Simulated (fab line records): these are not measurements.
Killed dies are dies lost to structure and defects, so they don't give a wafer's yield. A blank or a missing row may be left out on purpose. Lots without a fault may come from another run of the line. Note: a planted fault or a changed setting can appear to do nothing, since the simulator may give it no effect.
One fault seen from 2 desks ; flow berkeley-cmos170 ; what lay behind the numbers comes last; until then each desk has only its own

== FROM THE METROLOGY DESK ==
Lot by lot, what the gauges showed, no matter which tool ran the lot: averages of those sampled wafers that carry a number. The brackets show how far a lot's mean lies from the usual mean; more than 4 standard deviations puts the lot out of limits, marked OUT.
Columns: A = cd-nm at UCB170_PLDD_CD_MEAS_06, usual 1200.5 nm; B = PSD_RS at UCB170_SDANNEAL_RS_MEAS_02, usual 75.53 ohm/sq; C = NSD_RS at UCB170_SDANNEAL_RS_MEAS_03, usual 37.24 ohm/sq; D = PLDD_RS at UCB170_SDANNEAL_RS_MEAS_04, usual 1030.8 ohm/sq; E = cd-nm at UCB170_CONTACT_CD_MEAS_15, usual 700.5 nm
lot;first seen here;A;B;C;D;E
L241;day 7 08:26;1201.7;75.71;37.26;1027.5;701.7
L239;day 7 09:01;1200.7;75.52;37.26;1027.9;700.9
L240;day 7 09:46;1200.8;75.44;37.32;1031.4;701.3
L242;day 7 23:37;1202.0;75.64;37.34;1031.1;700.5
L245;day 8 08:26;1198.9;75.46;37.25;1031.8;702.5
L248;day 8 17:46;1198.7;75.52;37.34;1033.6;702.3
L249;day 8 18:25;1201.5;75.50;37.32;1031.2;700.3
L246;day 8 18:32;1200.5;75.74;37.21;1027.6;702.4
L247;day 8 19:35;1200.8;69.78 (-24) OUT;36.03 (-13) OUT;1017.7 (-5.0) OUT;700.0
L252;day 9 21:35;1199.5;75.22;37.19;1031.3;700.3
L251;day 9 21:51;1200.1;70.03 (-23) OUT;35.99 (-14) OUT;1023.4;700.8
L258;day 11 06:55;1202.8;75.46;37.05;1033.2;698.6
L259;day 11 23:32;1201.6;75.75;37.20;1031.0;702.1
L262;day 12 07:37;1200.3;75.36;37.37;1032.1;699.1
This desk finds L247, L251 out of limits, with the earliest case on L247 at day 9 13:26 (PSD_RS at UCB170_SDANNEAL_RS_MEAS_02). In limits: L241, L239, L240, L242, L245, L248, L249, L246, L252, L258, L259, L262.

== TOOL OWNER'S DESK, rtp-anneal-02 ==
Per lot that ran on this tool, the mean of the sampled wafers carrying a number, from the tool's own readings at UCB170_SDANNEAL_RTA_01 (time 5 s). The brackets show how far a lot's mean lies from the usual mean; more than 4 standard deviations puts the lot out of limits, marked OUT.
Columns: A = lamp-power-pct at UCB170_SDANNEAL_RTA_01, usual 33.4 %; B = wafer_temp_C_max at UCB170_SDANNEAL_RTA_01, usual 1055.2
lot;first seen here;A;B
L241;day 7 21:38;35.3;1055.4
L239;day 7 22:14;35.4;1056.9
L245;day 8 22:02;35.4;1057.3
L246;day 9 12:57;35.4;1057.9
L247;day 9 13:23;35.4;1056.7
L251;day 10 12:22;35.4;1058.2
This desk's finding: nothing out of limits on any of the 6 lots.

== TAKEN TOGETHER ==
At day 9 13:26 the metrology desk could have sounded an alarm, on L247, L251.
Nothing out of limits was seen by the tool owner's desk.
The tool owner's desk has L247, L251 on record, within its limits.
Of the lots named, all ran UCB170_SDANNEAL_RTA_01 on rtp-anneal-02.

== WHAT HAD BEEN PUT IN BY THE SIMULATOR ==
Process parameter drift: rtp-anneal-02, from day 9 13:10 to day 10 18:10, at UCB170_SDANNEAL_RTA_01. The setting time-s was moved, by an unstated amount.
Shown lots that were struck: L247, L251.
Hours from the fault's start to each desk's first reading out of limits: the metrology desk, 0.
